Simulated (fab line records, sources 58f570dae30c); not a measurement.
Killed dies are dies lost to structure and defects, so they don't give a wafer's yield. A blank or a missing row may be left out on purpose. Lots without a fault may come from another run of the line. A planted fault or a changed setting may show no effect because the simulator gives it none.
Chamber matching | flow berkeley_cmos170 | UCB170_V2_CMP_02 on cmp-01: 4 sister chambers
The step polishes SiO2. 8 wafers are shown with their chamber, then 11 later ones without.

WAFERS WITH THEIR CHAMBER
wafer  | chamber | motor_current_A (A)
L195.2 | 2       | 12.6
L201.1 | 1       | 18.2
L201.3 | 2       | 11.6
L201.6 | 3       | 16.7
L202.3 | 1       | 18.9
L202.5 | 3       | 16.2
L202.6 | 0       | 16.2
L203.2 | 0       | 16.2

WAFERS WITHOUT THEIR CHAMBER
wafer  | motor_current_A (A)
L203.3 | 17.4
L203.5 | 17.6
L205.1 | 18.1
L205.3 | 12.0
L205.6 | 16.4
L210.1 | 16.4
L210.4 | 12.7
L210.5 | 17.5
L213.3 | 16.5
L213.4 | 17.8
L213.5 | 15.8

WHICH CHAMBER EACH WENT THROUGH
wafer  | from the rows above          | in truth
L203.3 | can't be placed: 3 or 1 or 0 | 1
L203.5 | can't be placed: 1 or 3 or 0 | 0
L205.1 | 1                            | 1
L205.3 | 2                            | 2
L205.6 | can't be placed: 3 or 0      | 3
L210.1 | can't be placed: 3 or 0      | 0
L210.4 | 2                            | 2
L210.5 | can't be placed: 1 or 3 or 0 | 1
L213.3 | can't be placed: 3 or 0      | 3
L213.4 | can't be placed: 1 or 3 or 0 | 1
L213.5 | can't be placed: 0 or 3      | 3
Placed correctly: 3 of 11. Can't be placed from these rows: 8 (the true chamber is among the candidates in 8). Placed wrongly: 0.
How it was worked out, from the rows above alone: a wafer's distance from a chamber is the root of the sum, over the readings, of the square of ((its reading less the chamber's mean) divided by the reading's scatter). The wafer belongs to the nearest chamber; if the next one is less than 2 further off, it can't be placed. A chamber's mean is the mean of its shown wafers. The scatter: the root of (the sum of the squares of (reading less its chamber's mean) over the shown wafers, divided by (wafers less chambers)).
